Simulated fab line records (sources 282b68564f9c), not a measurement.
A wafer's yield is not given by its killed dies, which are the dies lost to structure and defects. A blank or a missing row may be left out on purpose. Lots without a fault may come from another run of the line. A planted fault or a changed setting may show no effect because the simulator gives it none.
Which tool did it? ; flow rit-cmos ; 39 wafers from 13 lots sampled at 3 of the route's 202 steps

== WHAT THE GAUGES READ, wafer by wafer ==
RIT_GATE_OVL_MEAS_17. Usual: GATE_OVL 0.6 nm, standard deviation 1.4.
lot;measured;on;GATE_OVL (nm);flag
L115;day 2 12:33;overlay-02;0.6 -0.8 0.1;
L116;day 2 18:31;overlay-01;2.6 2.0 0.8;
L117;day 2 22:25;overlay-01;-0.2 -0.6 0.2;
L118;day 3 03:56;overlay-01;2.6 1.1 3.3;
L119;day 3 08:07;overlay-02;-0.1 0.6 1.1;
L120;day 3 13:12;overlay-02;1.2 1.0 2.2;
L125;day 4 15:02;overlay-01;1.7 2.8 2.6;
L130;day 5 15:13;overlay-01;0.9 0.4 0.5;
L131;day 5 21:21;overlay-01;1.4 0.7 -0.2;
L133;day 6 07:33;overlay-01;0.3 0.3 -1.1;
L134;day 6 11:16;overlay-01;0.7 -0.1 -0.1;
L136;day 6 22:31;overlay-02;-4.0 -3.3 -2.5;
L138;day 7 12:14;overlay-01;1.7 1.8 1.4;

RIT_PLDD_TW_MEAS_10. Usual: PLDD_TW 2347, standard deviation 15.
lot;measured;on;PLDD_TW;flag
L115;day 2 19:26;film-metro-03;2372 2364 2361;
L116;day 3 01:09;film-metro-02;2328 2330 2335;
L117;day 3 04:55;film-metro-04;2360 2348 2361;
L118;day 3 10:26;film-metro-02;2331 2337 2343;
L119;day 3 14:43;film-metro-02;2325 2316 2325;
L120;day 3 19:45;film-metro-04;2352 2344 2347;
L125;day 4 22:08;film-metro-04;2349 2341 2338;
L130;day 5 21:57;film-metro-02;2333 2323 2342;
L131;day 6 03:59;film-metro-04;2360 2347 2371;
L133;day 6 14:09;film-metro-02;2338 2340 2340;
L134;day 6 17:56;film-metro-03;2356 2365 2365;
L136;day 7 05:04;film-metro-04;2359 2351 2345;
L138;day 7 18:44;film-metro-03;2361 2378 2365;

RIT_CONTACT_CD_MEAS_08: the cd target is 1000 nm. Usual: cd-nm at 999.3 nm, with a standard deviation of 2.1.
lot;measured;on;cd-nm (nm);flag
L115;day 3 03:32;cd-sem-02;999.4 999.7 1000.7;
L116;day 3 09:21;cd-sem-02;999.3 997.2 997.3;
L117;day 3 13:22;cd-sem-01;999.7 998.7 998.7;
L118;day 3 18:38;cd-sem-02;994.7 993.0 994.1;
L119;day 3 22:55;cd-sem-01;1001.4 1004.1 1001.5;
L120;day 4 05:08;cd-sem-02;1000.9 1000.9 1000.8;
L125;day 5 06:20;cd-sem-02;1000.7 1002.6 1000.5;
L130;day 6 06:13;cd-sem-02;995.4 997.2 997.2;
L131;day 6 12:12;cd-sem-02;998.7 1000.2 999.6;
L133;day 6 22:04;cd-sem-01;997.0 999.8 1000.4;
L134;day 7 02:01;cd-sem-02;997.4 997.9 996.0;
L136;day 7 13:06;cd-sem-01;998.5 1000.3 1000.3;
L138;day 8 03:28;cd-sem-02;1000.0 999.4 1001.6;

== WHICH TOOL RAN EACH LOT (tool, then ch and the chambers of the sampled wafers, then the start) ==
No process step before these readings appears in the record.

== AS READ BY THE TOOLS THEMSELVES (means over the sampled wafers that have a number; for cases with no such wafer, the mark the record gives instead) ==
The record holds no such reading with a usual standard deviation.

== THE ANSWER, worked out from the rows above alone ==
Rule: take the mean of a lot's wafers that have a number; if it is more than 3 standard deviations from the usual mean, the lot is off. Also off: a lot with no number at a reading for which 4 or more lots have one. All remaining lots with rows at the step are treated as sound. First the gauges in route order, then the tools' own readings, where a lot's mean is used as printed above. At the first step where some lot is off, the reading lying furthest off is the one used; lots without a number count as furthest.
None of the lots is off at any reading shown; this tells nothing.

== WHAT HAD BEEN PUT IN BY THE SIMULATOR ==
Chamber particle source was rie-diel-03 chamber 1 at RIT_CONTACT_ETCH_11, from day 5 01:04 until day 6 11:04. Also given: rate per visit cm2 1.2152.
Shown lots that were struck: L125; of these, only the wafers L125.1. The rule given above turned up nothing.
